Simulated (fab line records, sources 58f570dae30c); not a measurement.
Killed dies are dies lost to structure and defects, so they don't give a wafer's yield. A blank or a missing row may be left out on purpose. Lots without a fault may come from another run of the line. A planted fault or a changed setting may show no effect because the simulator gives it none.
A struck lot beside a sound one | flow berkeley_cmos170 | 30 steps out of a route of 331
Sound: wafers L299.1, L299.2, L299.6. Struck: wafers L303.4, L303.5, L303.6. The cause comes at the end.
At each step with rows: each side's tool, then ch and its chambers, then its first start. Under that, the readings that differ: sound wafers | struck wafers | difference of the means | sigmas: that difference in standard deviations of wafers without a fault.
alike: readings whose means differ by less than 2 such deviations, and words and numbers that are the same on both sides. not compared: withheld readings, readings that some wafer has no value for, bounds like >300 that may hide the same value, and numbers for which the record gives no deviation and whose values overlap.
The two part at a step that has a row with sigmas, a row that says differs or no value, or rows on one side only. Numbers that don't overlap but have no deviation are shown without sigmas and don't part them. A reading that every wafer of one side lacks parts them only if that side has two wafers or more.

UCB170_PLDD_TW_MEAS_11:
  sound on film_metro-01, day 6 05:24; struck on film_metro-04, day 7 03:55
  alike: PLDD_TW
then, 7 steps without rows for these wafers: UCB170_PLDD_CLEAN_12 (cleans in SPM, time 600 s); UCB170_NLDD_HMDS_00 (prime time 60 s); UCB170_NLDD_COAT_01 (resist thk 900 nm); UCB170_NLDD_SOFTBAKE_02 (time 60 s); UCB170_NLDD_EXPOSE_03 (exposes mask NSELECT, target cd 1200 nm); UCB170_NLDD_PEB_04; UCB170_NLDD_DEVELOP_05 (develop time 45 s).
UCB170_NLDD_CD_MEAS_06: target cd 1200 nm.
  sound on cd_sem-01, day 6 06:30; struck on cd_sem-02, day 7 05:23
  alike: cd_nm
UCB170_NLDD_OVL_MEAS_07:
  sound on overlay-01, day 6 06:37; struck on overlay-01, day 7 05:27
  alike: NLDD_OVL
then, 2 steps without rows for these wafers: UCB170_NLDD_IMPLANT_08; UCB170_NLDD_IMPLANT_09.
UCB170_NLDD_STRIP_10: strips in O2.
  sound on plasma_asher-03 ch 0,1, day 6 06:58; struck on plasma_asher-01 ch 0,1, day 7 05:48
  no value came back on the struck wafers for chamber_pressure_mTorr (mTorr), drypump_motor_current_A (A), oes_product_au (a.u.), strip_time_to_endpoint_s (s); on the sound wafers chamber_pressure_mTorr (mTorr) reads 3503 3499 3499
  reading                               | sound | struck            | difference | sigmas
  model.KrF_of_NLDD_COAT_01.thk_nm (nm) | 0 0 0 | 891.3 887.7 888.3 | +889.1     |
  not compared: rf_hours_counter_h
UCB170_NLDD_TW_MEAS_11:
  sound on film_metro-03, day 6 07:04; struck on film_metro-03, day 7 05:54
  alike: NLDD_TW
then, 1 step without rows for these wafers: UCB170_NLDD_CLEAN_12 (cleans in SPM, time 600 s).
UCB170_SPACER_CVD_00: deposits SiO2 from TEOS/O2, target thk 376 nm, time 47 s.
  sound on pecvd-04 ch 0,1,2, day 6 07:19; struck on pecvd-02 ch 0,1,2, day 7 06:08
  alike: heater_power_w, pressure_mtorr
then, 1 step without rows for these wafers: UCB170_SPACER_ANNEAL_02 (time 1800 s).
UCB170_SPACER_ETCHBACK_03: etches SiO2 in CHF3/CF4/Ar, stops on Si, target depth 376 nm, time 100 s.
  sound on rie_diel-03 ch 0,3, day 6 13:33; struck on rie_diel-04 ch 0,1, day 7 11:54
  alike: drypump_motor_current_A, mfc_ar_sccm, oes_product_au, throttle_valve_pct
  not compared: rf_hours_counter_h
then, 6 steps without rows for these wafers: UCB170_PSD_HMDS_00 (prime time 60 s); UCB170_PSD_COAT_01 (resist thk 900 nm); UCB170_PSD_SOFTBAKE_02 (time 60 s); UCB170_PSD_EXPOSE_03 (exposes mask PSELECT MOD, target cd 1200 nm); UCB170_PSD_PEB_04; UCB170_PSD_DEVELOP_05 (develop time 45 s).
UCB170_PSD_CD_MEAS_06: target cd 1200 nm.
  sound on cd_sem-01, day 6 14:39; struck on cd_sem-01, day 7 12:56
  alike: cd_nm
UCB170_PSD_OVL_MEAS_07:
  sound on overlay-02, day 6 14:46; struck on overlay-01, day 7 13:00
  alike: PSD_OVL
then, 1 step without rows for these wafers: UCB170_PSD_IMPLANT_08.
UCB170_PSD_STRIP_09: strips in O2.
  sound on plasma_asher-04 ch 0,1, day 6 14:58; struck on plasma_asher-03 ch 1, day 7 13:14
  reading                      | sound             | struck | difference | sigmas
  oes_product_au (a.u.)        | 0.607 0.599 0.605 | 0.666  | +0.062     | +14
  strip_time_to_endpoint_s (s) | 29.45 29.48 29.47 | 55.68  | +26.21     | +99 or more
  alike: chamber_pressure_mTorr, drypump_motor_current_A
  not compared: rf_hours_counter_h
UCB170_PSD_TW_MEAS_10:
  sound on film_metro-04, day 6 15:04; struck on film_metro-03, day 7 13:18
  reading | sound          | struck | difference | sigmas
  PSD_TW  | 2362 2354 2355 | 30     | -2327      | -99 or more
then, 1 step without rows for these wafers: UCB170_PSD_CLEAN_11 (cleans in SPM, time 600 s).

WHERE THEY PART
First at UCB170_NLDD_STRIP_10; last, within this record, at UCB170_PSD_TW_MEAS_10.

WHY: what the simulator had put in
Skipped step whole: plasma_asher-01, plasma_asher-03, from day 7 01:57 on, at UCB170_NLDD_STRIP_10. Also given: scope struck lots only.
